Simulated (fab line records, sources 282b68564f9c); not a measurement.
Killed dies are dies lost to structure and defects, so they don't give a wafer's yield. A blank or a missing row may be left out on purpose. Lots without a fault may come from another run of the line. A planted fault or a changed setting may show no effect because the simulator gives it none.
fab line records | flow rit_cmos
record lots=14 wafers=42 last_day=7
route steps=202 shown PLDD@115
lots that met no fault: from a run of the same line without faults
start_h: hours from the record's first day to the start of the lot's first wafer shown | wait_h: hours since the lot's step before | " the same as in the row above | L1.1+2: a row that stands for several wafers | - no value, or no start given | * or withheld: withheld | < > ~ a bound
route shown NAME@n: a module of which the file shows steps, and the number in the route of the first | usual: mean/standard deviation of fault-free wafers | same: alike in all rows | chamber/n: place in a boat | sites: the reading at each site | _std_site: their standard deviation | _edge_site: outer sites' mean less inner sites' | radius_mm: how far each site lies from the wafer's centre | mask NAME#n: copy n | behind: the tool/chamber that last shaped the wafer | hold: why the lot was held/for how many hours/how that ended | device: the transistor (n, p or np) that didn't switch | end of line: the same wafers' tests at the end of the route | a step without rows: its recipe alone | killed: dies lost to structure and defects at the first sort, not the wafer's yield | map: a wafer's dies, x killed, . not, _ none there
set.NAME: the setting as run; set.NAME@STEP: as run at that earlier step | model.NAME: the simulator's own value behind a step, which no gauge read
steps of the route over a sample of lots; a table a step, a row a wafer
## steps
# step RIT_PLDD_COAT_01
# recipe resist=NOVOLAK spin_rpm=3250 resist_thk_nm=1000
# usual spin_speed_rpm=3249.9/2.2
# columns lot.wafer tool chamber start_h wait_h spin_speed_rpm
L169.2 litho_track-01 0 45.39 0.1 3251.9
L169.5 " 0 " " 3249.8
L169.6 " 0 " " 3246.0
L170.2 litho_track-01 0 52.14 0.1 3251.5
L170.3 " 0 " " 3254.5
L170.5 " 0 " " 3251.4
L171.2 litho_track-02 0 54.49 0.1 3248.2
L171.3 " 0 " " 3248.5
L171.6 " 0 " " 3251.5
L172.2 litho_track-02 0 61.75 0.1 3249.0
L172.4 " 0 " " 3250.9
L172.5 " 0 " " 3248.0
L173.1 litho_track-02 0 65.89 0.1 3254.3
L173.3 " 0 " " 3253.9
L173.6 " 0 " " 3248.3
L175.1 litho_track-04 0 72.86 0.1 3250.3
L175.3 " 0 " " 3249.5
L175.5 " 0 " " 3246.8
L178.4 litho_track-01 0 89.70 0.1 3247.3
L178.5 " 0 " " 3248.3
L178.6 " 0 " " 3248.9
L179.2 litho_track-01 0 97.18 0.1 3251.7
L179.4 " 0 " " 3248.2
L179.5 " 0 " " 3249.2
L180.1 litho_track-04 0 97.86 0.1 3252.4
L180.2 " 0 " " 3249.7
L180.5 " 0 " " 3253.7
L184.1 litho_track-04 0 116.16 0.1 3365.5
L184.5 " 0 " " 3366.2
L184.6 " 0 " " 3370.2
L186.1 litho_track-04 0 127.01 0.1 3364.3
L186.2 " 0 " " 3365.5
L186.6 " 0 " " 3368.9
L189.3 litho_track-02 0 142.50 0.1 3251.2
L189.5 " 0 " " 3252.6
L189.6 " 0 " " 3251.5
L190.3 litho_track-01 0 149.53 0.1 3252.9
L190.5 " 0 " " 3251.1
L190.6 " 0 " " 3250.0
L192.3 litho_track-02 0 162.51 0.1 3249.7
L192.4 " 0 " " 3250.2
L192.6 " 0 " " 3247.1
## key
first_sign step=RIT_PLDD_COAT_01 reading=spin_speed_rpm direction=up sigmas=54 usual=3249.9 struck=3366.8
effect none on later readings
met_at RIT_PLDD_COAT_01
struck_lots L184,L186
tester_left_out L184,L186
onset_between 97.86 116.16
fault kind=process_parameter_drift tool=litho_track-04 chamber=- onset_h=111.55 steps=RIT_PLDD_COAT_01 channel=spin_rpm offset=119.23 shape=step end_h=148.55 acts_in=these_recipes_only stated=3250
# tester_left_out: of these lots the tester's yield and bins aren't shown, on N5 and GAA mostly nor the transistor test; their killed dies are dies lost to structure and defects alone, not to doping, threshold or leakage, so they don't give the yield
